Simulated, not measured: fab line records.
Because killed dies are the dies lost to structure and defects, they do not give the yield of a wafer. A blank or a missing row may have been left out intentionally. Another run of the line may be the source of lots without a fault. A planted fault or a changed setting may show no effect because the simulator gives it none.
A struck lot beside a sound one    flow ritCmos    15 out of 202 route steps
Sound: wafers L469.2, L469.3, L469.4. Struck: wafer L479.2 (L479.1, L479.3, from the same lot, were not struck and are left out); the cause is given at the end.
Order at every step that has rows: each side's tool, ch and its chambers, its first start. Under that, the readings that differ: sound wafers    struck wafers    difference of the means    sigmas: that difference in standard deviations of wafers without a fault.
alike: readings whose means differ by less than 2 such deviations, and words and numbers that are the same on both sides. not compared: withheld readings, readings that some wafer has no value for, bounds like >300 that may hide the same value, and numbers for which the record gives no deviation and whose values overlap.
The two part at a step that has a row with sigmas, a row that says differs or no value, or rows on one side only. Non-overlapping numbers with no deviation appear without sigmas and do not part them. A reading missing from all wafers of one side parts the sides only when that side holds two or more wafers.

first, 1 step without rows for these wafers: RIT_PSD_IMPLANT_08.
RIT_PSD_STRIP_09: strips in O2, time 180 s.
  sound on plasmaAsher-04 ch 0,1, day 4 11:24; struck on plasmaAsher-02 ch 1, day 6 14:41
  alike: drypumpMotorCurrentA
  not compared: rfHoursCounterH
RIT_PSD_TW_MEAS_10:
  sound on filmMetro-04 at day 4 11:35; struck on filmMetro-04 at day 6 14:52
  alike: PSD_TW
then, 3 steps without rows for these wafers: RIT_SDANNEAL_CLEAN_00 (cleans in SC1, time 600 s); RIT_SDANNEAL_CLEAN_01 (cleans in dHF, time 31.35 s); RIT_SDANNEAL_CLEAN_02 (cleans in SC2, time 600 s).
RIT_SDANNEAL_RTA_03: time 5 s.
  sound on rtpAnneal-02 ch 0, day 4 12:01; struck on rtpAnneal-02 ch 0, day 6 15:17
  alike: wafer_temp_C_max
RIT_SDANNEAL_RS_MEAS_04: measurement is done with a four-point probe.
  sound on filmMetro-01 at day 4 12:05; struck on filmMetro-04 at day 6 15:21
  alike: PSD_RS
RIT_SDANNEAL_RS_MEAS_05: measurement is done with a four-point probe.
  sound on filmMetro-01 at day 4 12:12; struck on filmMetro-04 at day 6 15:28
  alike: NSD_RS
RIT_SDANNEAL_RS_MEAS_06: measurement is done with a four-point probe.
  sound on filmMetro-01 at day 4 12:19; struck on filmMetro-04 at day 6 15:35
  alike: PLDD_RS
RIT_SDANNEAL_RS_MEAS_07: measurement is done with a four-point probe.
  sound on filmMetro-01 at day 4 12:26; struck on filmMetro-04 at day 6 15:43
  alike: NLDD_RS
then, 1 step without rows for these wafers: RIT_SILICIDE_WET_ETCH_00 (etches SiO2 in BOE, target depth 14 nm, time 15 s).
RIT_SILICIDE_SPUTTER_01: material Ti, target thk 30 nm, time 240 s.
  sound on pvdSputter-02 at day 4 12:33; struck on pvdSputter-02 at day 6 15:50
reading                                     sound                 struck  difference  sigmas
cathodeDcPowerW (W)                         349.96 350.01 349.82  339.70  -10.23      -99 or more
throttleValvePct (%)                        28.1 29.1 29.9        30.9    +1.9        +2
model.Ti_of_SILICIDE_SPUTTER_01.thkNm (nm)  30.98 30.48 30.31     29.89   -0.70       
  alike: substrateTempC
RIT_SILICIDE_RS_MEAS_02: measurement is done with a four-point probe.
  sound on filmMetro-02 at day 4 12:43; struck on filmMetro-03 at day 6 15:59
  alike: SILICIDE_TI_RS
RIT_M1_PROBE_99:
  sound on prober-01 at day 4 19:30; struck on prober-01 at day 6 22:56
reading                         sound              struck  difference  sigmas
model.etest.npolyLine.rsOhmSq   16.58 16.74 16.95  17.05   +0.29       
model.etest.ppolyLine.rsOhmSq   16.01 16.32 16.32  16.56   +0.34       
model.etest.npolySal.rsOhmSq    4.212 4.269 4.326  4.377   +0.108      
model.etest.ppolySal.rsOhmSq    4.186 4.257 4.29   4.352   +0.108      
model.etest.pplusSal.rsOhmSq    4.154 4.251 4.252  4.338   +0.119      
model.etest.nplusSal.rsOhmSq    4.155 4.253 4.21   4.33    +0.12       
model.etest.pplusSal.lineOhmUm  1.214 1.218 1.234  1.275   +0.053      
model.etest.nplusSal.lineOhmUm  1.212 1.228 1.237  1.264   +0.038      
  alike: killedAtContacts, killedAtFrontEnd, killedDies, killedOpen, killedShort

WHERE THEY PART
RIT_SILICIDE_SPUTTER_01 only, going by this record. Later steps at which nothing parts them and some readings are alike: RIT_SILICIDE_RS_MEAS_02, RIT_M1_PROBE_99.

WHY: whatever the simulator had introduced
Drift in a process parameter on pvdSputter-02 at RIT_SILICIDE_SPUTTER_01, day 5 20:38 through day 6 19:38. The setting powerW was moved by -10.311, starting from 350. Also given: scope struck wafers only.
